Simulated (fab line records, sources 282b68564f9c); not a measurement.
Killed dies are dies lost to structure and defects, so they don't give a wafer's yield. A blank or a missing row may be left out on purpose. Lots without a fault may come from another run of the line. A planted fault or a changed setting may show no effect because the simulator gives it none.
fab line records | flow rit_cmos
record lots=14 wafers=42 last_day=8
route steps=202 shown PWELL@46 M1@202
lots that met no fault: from a run of the same line without faults
start_h: hours from the record's first day to the start of the lot's first wafer shown | wait_h: hours since the lot's step before | " the same as in the row above | L1.1+2: a row that stands for several wafers | - no value, or no start given | * or withheld: withheld | < > ~ a bound
route shown NAME@n: a module of which the file shows steps, and the number in the route of the first | usual: mean/standard deviation of fault-free wafers | same: alike in all rows | chamber/n: place in a boat | sites: the reading at each site | _std_site: their standard deviation | _edge_site: outer sites' mean less inner sites' | radius_mm: how far each site lies from the wafer's centre | mask NAME#n: copy n | behind: the tool/chamber that last shaped the wafer | hold: why the lot was held/for how many hours/how that ended | device: the transistor (n, p or np) that didn't switch | end of line: the same wafers' tests at the end of the route | a step without rows: its recipe alone | killed: dies lost to structure and defects at the first sort, not the wafer's yield | map: a wafer's dies, x killed, . not, _ none there
set.NAME: the setting as run; set.NAME@STEP: as run at that earlier step | model.NAME: the simulator's own value behind a step, which no gauge read
steps of the route over a sample of lots; a table a step, a row a wafer
## steps
# step RIT_PWELL_HARDBAKE_07
# recipe resist=NOVOLAK temp_c=140 time_s=120
# usual heater_power_total_W=52.03/0.056 plate_temp_C=140.01/0.15 resist_line_temp_C=22.98/0.11
# columns lot.wafer tool chamber start_h wait_h heater_power_total_W plate_temp_C resist_line_temp_C
L796.1 litho_track-03 0 22.20 0.0 52.01 140.18 23.02
L796.3 " 0 " " 52.04 140.00 22.89
L796.4 " 0 " " 52.02 140.04 22.97
L797.2 litho_track-03 0 29.17 0.1 52.04 140.05 22.89
L797.3 " 0 " " 51.99 140.11 23.09
L797.6 " 0 " " 52.17 139.94 23.02
L799.1 litho_track-04 0 39.85 0.0 51.96 140.13 22.83
L799.2 " 0 " " 52.05 139.81 22.76
L799.6 " 0 " " 52.03 140.05 22.77
L800.1 litho_track-01 0 44.93 0.0 52.11 140.02 22.95
L800.4 " 0 " " 52.03 140.09 23.13
L800.6 " 0 " " 52.07 140.04 22.97
L801.1 litho_track-03 0 49.76 0.0 51.99 140.09 22.93
L801.2 " 0 " " 52.14 139.98 23.06
L801.5 " 0 " " 51.98 139.85 23.22
L802.1 litho_track-04 0 53.79 0.0 52.07 139.99 23.12
L802.2 " 0 " " 52.01 140.18 22.98
L802.6 " 0 " " 52.06 140.06 22.96
L803.2 litho_track-04 0 59.49 0.1 52.00 139.95 22.82
L803.5 " 0 " " 51.98 139.94 22.84
L803.6 " 0 " " 52.07 139.91 22.88
L808.1 litho_track-03 0 83.62 0.0 52.06 140.00 22.92
L808.2 " 0 " " 52.00 140.10 22.93
L808.3 " 0 " " 52.02 140.01 22.96
L811.1 litho_track-03 0 97.83 0.0 50.72 137.51 22.94
L811.5 " 0 " " 50.84 137.46 22.92
L811.6 " 0 " " 50.80 137.42 22.96
L812.1 litho_track-03 0 111.85 0.0 50.83 137.59 23.07
L812.3 " 0 " " 50.89 137.51 23.16
L812.6 " 0 " " 50.92 137.21 23.09
L816.3 litho_track-01 0 128.65 0.1 51.98 140.28 23.07
L816.4 " 0 " " 52.15 140.21 22.91
L816.5 " 0 " " 52.10 140.15 22.91
L815.2 litho_track-04 0 128.85 0.1 52.09 140.00 22.96
L815.4 " 0 " " 52.12 140.04 23.04
L815.5 " 0 " " 51.98 140.09 22.99
L817.2 litho_track-04 0 134.01 0.1 52.05 139.99 22.91
L817.3 " 0 " " 52.08 140.12 22.90
L817.4 " 0 " " 52.02 140.14 22.88
L819.2 litho_track-04 0 145.97 0.1 52.03 140.00 22.86
L819.4 " 0 " " 52.06 139.76 22.99
L819.6 " 0 " " 52.09 140.04 23.03
# step RIT_M1_PROBE_99
# usual killed_at_contacts=0.1/0.27 killed_at_front_end=7/3.1 killed_dies=7/3.2 killed_open=3.8/2.1 killed_short=3.6/2
# same gross_dies=264 killed_at_M0_to_M3=0 killed_at_M4_up=0 killed_at_back_side=0 killed_at_other=0
# columns lot.wafer tool chamber start_h wait_h killed_at_contacts killed_at_front_end killed_dies killed_open killed_short
L796.1 prober-01 - 61.42 0.1 0 8 8 3 5
L796.3 prober-01 - 61.52 0.2 0 1 1 1 0
L796.4 prober-01 - 61.57 0.2 0 5 5 2 3
L797.2 prober-02 - 66.07 0.1 0 5 5 1 4
L797.3 prober-02 - 66.12 0.2 0 8 8 4 4
L797.6 prober-02 - 66.27 0.2 0 8 8 4 4
L799.1 prober-02 - 77.34 0.1 0 12 12 6 6
L799.2 prober-02 - 77.39 0.1 0 5 5 2 3
L799.6 prober-02 - 77.59 0.2 0 7 7 3 4
L800.1 prober-01 - 85.25 0.1 0 7 7 5 2
L800.4 prober-01 - 85.40 0.2 0 6 6 4 2
L800.6 prober-01 - 85.50 0.2 0 11 11 4 7
L801.1 prober-02 - 87.36 0.1 0 8 8 3 5
L801.2 prober-02 - 87.41 0.1 0 10 10 2 8
L801.5 prober-02 - 87.56 0.2 0 7 7 2 5
L802.1 prober-01 - 93.49 0.1 1 5 6 4 2
L802.2 prober-01 - 93.54 0.1 0 7 7 2 5
L802.6 prober-01 - 93.74 0.2 0 3 3 1 2
L803.2 prober-02 - 97.06 0.1 0 4 4 2 2
L803.5 prober-02 - 97.21 0.2 0 6 6 3 3
L803.6 prober-02 - 97.26 0.2 0 11 11 7 4
L808.1 prober-01 - 124.19 0.1 0 11 11 4 7
L808.2 prober-01 - 124.24 0.1 0 10 10 3 7
L808.3 prober-01 - 124.29 0.2 1 12 13 6 7
L811.1 prober-01 - 140.04 0.1 0 7 7 4 3
L811.5 prober-01 - 140.24 0.2 0 6 6 2 4
L811.6 prober-01 - 140.29 0.2 0 10 10 6 4
L812.1 prober-02 - 157.42 0.1 0 2 2 1 1
L812.3 prober-02 - 157.52 0.2 1 7 8 4 4
L812.6 prober-02 - 157.67 0.2 0 8 8 2 6
L815.2 prober-02 - 173.05 0.1 0 8 8 2 6
L815.4 prober-02 - 173.15 0.2 0 4 4 2 2
L815.5 prober-02 - 173.20 0.2 0 11 11 9 2
L816.3 prober-01 - 174.60 0.2 0 14 14 6 8
L816.4 prober-01 - 174.65 0.2 0 11 11 5 6
L816.5 prober-01 - 174.70 0.2 0 12 12 6 6
L817.2 prober-02 - 185.11 0.1 0 4 4 2 2
L817.3 prober-02 - 185.16 0.2 0 3 3 3 0
L817.4 prober-02 - 185.21 0.2 0 6 6 3 3
L819.2 prober-01 - 191.05 0.1 0 9 9 2 7
L819.4 prober-01 - 191.15 0.2 0 13 13 8 5
L819.6 prober-01 - 191.25 0.2 0 10 10 6 4
# killed by level:class
L796.1 REOX:geometric_particle:open=2 GATE:geometric_particle:short=2 FOX1:geometric_particle:short=1 SPACER:geometric_particle:short=1 SILICIDE:geometric_particle:open=1 SILICIDE:geometric_particle:short=1
L796.3 SILICIDE:geometric_particle:open=1
L796.4 SILICIDE:geometric_particle:short=2 FOX1:geometric_particle:open=1 FOX1:geometric_particle:short=1 REOX:geometric_particle:open=1
L797.2 SILICIDE:geometric_particle:short=2 FOX1:geometric_particle:open=1 GATE:geometric_particle:short=1 REOX:geometric_particle:short=1
L797.3 REOX:geometric_particle:open=2 REOX:geometric_particle:short=2 FOX1:geometric_particle:short=1 FOX2:geometric_particle:open=1 GATE:geometric_particle:open=1 GATE:geometric_particle:short=1
L797.6 GATE:geometric_particle:open=2 FOX1:geometric_particle:open=1 FOX2:geometric_particle:open=1 FOX2:geometric_particle:short=1 GATE:geometric_particle:short=1 SPACER:geometric_particle:short=1 SILICIDE:geometric_particle:short=1
L799.1 SPACER:geometric_particle:short=5 GATE:geometric_particle:open=2 SPACER:geometric_particle:open=2 REOX:geometric_particle:open=1 REOX:geometric_particle:short=1 SILICIDE:geometric_particle:open=1
L799.2 FOX1:geometric_particle:short=1 FOX2:geometric_particle:short=1 GATE:geometric_particle:open=1 REOX:geometric_particle:short=1 SILICIDE:geometric_particle:open=1
L799.6 GATE:geometric_particle:open=2 SILICIDE:geometric_particle:short=2 FOX1:geometric_particle:short=1 FOX1:geometric_particle:open=1 REOX:geometric_particle:short=1
L800.1 REOX:geometric_particle:open=3 REOX:geometric_particle:short=2 FOX1:geometric_particle:open=1 GATE:geometric_particle:open=1
L800.4 GATE:geometric_particle:open=2 SPACER:geometric_particle:short=2 FOX1:geometric_particle:open=1 SILICIDE:geometric_particle:open=1
L800.6 GATE:geometric_particle:short=3 REOX:geometric_particle:open=3 REOX:geometric_particle:short=2 FOX1:geometric_particle:open=1 FOX1:geometric_particle:short=1 FOX2:geometric_particle:short=1
L801.1 FOX2:geometric_particle:short=2 SPACER:geometric_particle:open=2 FOX1:geometric_particle:open=1 FOX1:geometric_particle:short=1 GATE:geometric_particle:short=1 REOX:geometric_particle:short=1
L801.2 GATE:geometric_particle:short=3 FOX1:geometric_particle:short=2 FOX2:geometric_particle:short=2 FOX1:geometric_particle:open=1 FOX2:geometric_particle:open=1 REOX:geometric_particle:short=1
L801.5 FOX2:geometric_particle:short=3 FOX2:geometric_particle:open=1 GATE:geometric_particle:short=1 GATE:geometric_particle:open=1 SILICIDE:geometric_particle:short=1
L802.1 REOX:geometric_particle:open=3 FOX2:geometric_particle:open=1 SILICIDE:geometric_particle:short=1 CONTACT:geometric_particle:short=1
L802.2 GATE:geometric_particle:short=3 FOX1:geometric_particle:short=1 FOX1:geometric_particle:open=1 FOX2:geometric_particle:short=1 REOX:geometric_particle:open=1
L802.6 GATE:geometric_particle:short=1 REOX:geometric_particle:short=1 REOX:geometric_particle:open=1
L803.2 GATE:geometric_particle:short=1 REOX:geometric_particle:open=1 SPACER:geometric_particle:open=1 SILICIDE:geometric_particle:short=1
L803.5 FOX1:geometric_particle:short=1 GATE:geometric_particle:open=1 REOX:geometric_particle:open=1 SPACER:geometric_particle:short=1 SPACER:geometric_particle:open=1 SILICIDE:geometric_particle:short=1
L803.6 GATE:geometric_particle:open=4 GATE:geometric_particle:short=3 SILICIDE:geometric_particle:open=2 REOX:geometric_particle:short=1 SPACER:geometric_particle:open=1
L808.1 FOX1:geometric_particle:short=2 GATE:geometric_particle:open=2 GATE:geometric_particle:short=2 REOX:geometric_particle:short=2 FOX1:geometric_particle:open=1 SPACER:geometric_particle:short=1 SILICIDE:geometric_particle:open=1
L808.2 SPACER:geometric_particle:short=3 FOX1:geometric_particle:open=2 REOX:geometric_particle:short=2 FOX2:geometric_particle:short=1 GATE:geometric_particle:short=1 SPACER:geometric_particle:open=1
L808.3 SPACER:geometric_particle:short=3 REOX:geometric_particle:open=2 FOX1:geometric_particle:short=1 FOX1:geometric_particle:open=1 GATE:geometric_particle:short=1 GATE:geometric_particle:open=1 REOX:geometric_particle:short=1 SPACER:geometric_particle:open=1
L811.1 FOX1:geometric_particle:open=1 GATE:geometric_particle:short=1 GATE:geometric_particle:open=1 REOX:geometric_particle:open=1 REOX:geometric_particle:short=1 SPACER:geometric_particle:short=1 SILICIDE:geometric_particle:open=1
L811.5 GATE:geometric_particle:short=3 FOX2:geometric_particle:short=1 GATE:geometric_particle:open=1 SPACER:geometric_particle:open=1
L811.6 SILICIDE:geometric_particle:open=3 FOX1:geometric_particle:short=2 ACTIVE:geometric_particle:open=1 FOX2:geometric_particle:open=1 SPACER:geometric_particle:short=1 SPACER:geometric_particle:open=1 SILICIDE:geometric_particle:short=1
L812.1 FOX2:geometric_particle:short=1 SILICIDE:geometric_particle:open=1
L812.3 FOX2:geometric_particle:short=2 GATE:geometric_particle:open=2 GATE:geometric_particle:short=1 REOX:geometric_particle:short=1 REOX:geometric_particle:open=1 CONTACT:geometric_particle:open=1
L812.6 GATE:geometric_particle:short=3 SPACER:geometric_particle:short=2 REOX:geometric_particle:open=1 REOX:geometric_particle:short=1 SPACER:geometric_particle:open=1
L815.2 REOX:geometric_particle:short=3 GATE:geometric_particle:short=2 GATE:geometric_particle:open=1 REOX:geometric_particle:open=1 SPACER:geometric_particle:short=1
L815.4 GATE:geometric_particle:short=2 GATE:geometric_particle:open=1 REOX:geometric_particle:open=1
L815.5 REOX:geometric_particle:open=5 GATE:geometric_particle:open=2 REOX:geometric_particle:short=2 FOX1:geometric_particle:open=1 SILICIDE:geometric_particle:open=1
L816.3 GATE:geometric_particle:short=3 FOX1:geometric_particle:open=2 GATE:geometric_particle:open=2 REOX:geometric_particle:short=2 REOX:geometric_particle:open=2 SPACER:geometric_particle:short=2 SILICIDE:geometric_particle:short=1
L816.4 FOX1:geometric_particle:short=4 GATE:geometric_particle:open=2 SILICIDE:geometric_particle:open=2 FOX1:geometric_particle:open=1 GATE:geometric_particle:short=1 REOX:geometric_particle:short=1
L816.5 FOX1:geometric_particle:short=5 FOX1:geometric_particle:open=2 SILICIDE:geometric_particle:open=2 FOX2:geometric_particle:short=1 GATE:geometric_particle:open=1 REOX:geometric_particle:open=1
L817.2 ACTIVE:geometric_particle:open=1 FOX1:geometric_particle:short=1 GATE:geometric_particle:short=1 SILICIDE:geometric_particle:open=1
L817.3 FOX1:geometric_particle:open=1 FOX2:geometric_particle:open=1 SPACER:geometric_particle:open=1
L817.4 GATE:geometric_particle:short=2 SILICIDE:geometric_particle:open=2 FOX2:geometric_particle:short=1 SPACER:geometric_particle:open=1
L819.2 GATE:geometric_particle:open=2 SPACER:geometric_particle:short=2 FOX1:geometric_particle:short=1 FOX2:geometric_particle:short=1 GATE:geometric_particle:short=1 REOX:geometric_particle:short=1 SILICIDE:geometric_particle:short=1
L819.4 GATE:geometric_particle:short=3 SILICIDE:geometric_particle:open=3 GATE:geometric_particle:open=2 SPACER:geometric_particle:open=2 REOX:geometric_particle:open=1 SPACER:geometric_particle:short=1 SILICIDE:geometric_particle:short=1
L819.6 SILICIDE:geometric_particle:open=2 FOX1:geometric_particle:short=1 FOX1:geometric_particle:open=1 FOX2:geometric_particle:short=1 FOX2:geometric_particle:open=1 GATE:geometric_particle:open=1 GATE:geometric_particle:short=1 SPACER:geometric_particle:open=1
## key
first_sign step=RIT_PWELL_HARDBAKE_07 reading=heater_power_total_W direction=down sigmas=21 usual=52.03 struck=50.83
effect step=RIT_PWELL_HARDBAKE_07 reading=plate_temp_C direction=down sigmas=18 usual=* struck=*
met_at RIT_PWELL_HARDBAKE_07
struck_lots L811,L812
tester_left_out L811,L812
onset_between 83.62 97.83
fault kind=process_parameter_drift tool=litho_track-03 chamber=- onset_h=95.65 steps=RIT_PWELL_HARDBAKE_07 channel=temp_c offset=* shape=step end_h=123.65 acts_in=* stated=*
# tester_left_out: of these lots the tester's yield and bins aren't shown, on N5 and GAA mostly nor the transistor test; their killed dies are dies lost to structure and defects alone, not to doping, threshold or leakage, so they don't give the yield
